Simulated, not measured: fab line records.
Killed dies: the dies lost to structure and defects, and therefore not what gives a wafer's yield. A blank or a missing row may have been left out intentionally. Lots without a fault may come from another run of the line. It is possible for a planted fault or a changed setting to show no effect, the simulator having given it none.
Split-lot experiment -- flow rit_cmos -- route with 202 steps; 5 lots, 23 wafers read

== THE SPLIT ITSELF ==
At RIT_ACTIVE_OXIDATION_01 (target thk 46.8 nm, ox time 3360 s), the setting temp_c was moved away from the recipe's 1000 C on 20 of the 23 wafers read, by -2.2% to +2.1%. All remaining wafers had this setting at the recipe value.

The file shows no step between the split and the reading.

== THE READING ==
At RIT_ACTIVE_THK_MEAS_02: ACTIVE_OXIDE_THK, given in nm. Fault-free wafers of this fab line usually give 46.7 nm, standard deviation 0.67 nm.

wafer,"tool, chamber at the split","temp_c as run, C",against the recipe,"ACTIVE_OXIDE_THK, nm",against lot-mates on the recipe
L075.2,"-, -",978.4,-2.2%,39.0,no lot-mate on the recipe
L075.3,"-, -",978.4,-2.2%,39.7,no lot-mate on the recipe
L075.4,"-, -",978.4,-2.2%,38.8,no lot-mate on the recipe
L075.5,"-, -",978.4,-2.2%,38.5,no lot-mate on the recipe
L075.6,"-, -",978.4,-2.2%,38.7,no lot-mate on the recipe
L076.1,"-, -",1018,+1.8%,55.2,no lot-mate on the recipe
L076.2,"-, -",1018,+1.8%,54.8,no lot-mate on the recipe
L076.4,"-, -",1018,+1.8%,54.9,no lot-mate on the recipe
L076.5,"-, -",1018,+1.8%,54.6,no lot-mate on the recipe
L076.6,"-, -",1018,+1.8%,55.6,no lot-mate on the recipe
L081.3,"furnace-01, 0",1000,recipe,46.6,-
L081.4,"furnace-01, 0",1000,recipe,46.4,-
L081.6,"furnace-01, 0",1000,recipe,45.6,-
L082.1,"-, -",1021,+2.1%,56.2,no lot-mate on the recipe
L082.3,"-, -",1021,+2.1%,55.9,no lot-mate on the recipe
L082.4,"-, -",1021,+2.1%,56.3,no lot-mate on the recipe
L082.5,"-, -",1021,+2.1%,56.5,no lot-mate on the recipe
L082.6,"-, -",1021,+2.1%,57.2,no lot-mate on the recipe
L085.2,"-, -",984.8,-1.5%,40.2,no lot-mate on the recipe
L085.3,"-, -",984.8,-1.5%,40.6,no lot-mate on the recipe
L085.4,"-, -",984.8,-1.5%,39.5,no lot-mate on the recipe
L085.5,"-, -",984.8,-1.5%,39.7,no lot-mate on the recipe
L085.6,"-, -",984.8,-1.5%,39.9,no lot-mate on the recipe

THE FIT
A straight line over all 23 wafers: ACTIVE_OXIDE_THK changes by +4.26 nm for each +1% of temp_c; r = +0.99; the points scatter about the line by 0.83 nm.
Too few moved wafers with a lot-mate on the recipe to fit a line net of each lot's own level.

== THE WHOLE CHAIN: every reading that the file lists as answering this split, in the file's order ==
step,what it does,reading,change (the file's fit),r (the file's)
RIT_ACTIVE_OXIDATION_01,"target thk 46.8 nm, ox time 3360 s","SiO2_of_ACTIVE_OXIDATION_01.thk_nm (the simulator's own value, which no gauge read)",+4.25 nm for each +1% of the setting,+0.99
RIT_ACTIVE_THK_MEAS_02,,ACTIVE_OXIDE_THK,+4.26 for each +1% of the setting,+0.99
RIT_FOX2_WET_ETCH_03,"etches Si3N4 in H3PO4, target depth 195 nm, time 2700 s","SiO2_of_ACTIVE_OXIDATION_01.thk_nm (the simulator's own value, which no gauge read)",+3.82 nm for each +1% of the setting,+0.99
RIT_M1_PROBE_99,,"etest.nldd.width_nm (the simulator's own value, which no gauge read)",-41.6 nm for each +1% of the setting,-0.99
RIT_M1_PROBE_99,,"etest.pldd.width_nm (the simulator's own value, which no gauge read)",-43.5 nm for each +1% of the setting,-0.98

== FILE'S OWN FIT ==
ACTIVE_OXIDE_THK changes by +4.26 nm for each +1% of temp_c, r = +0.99.
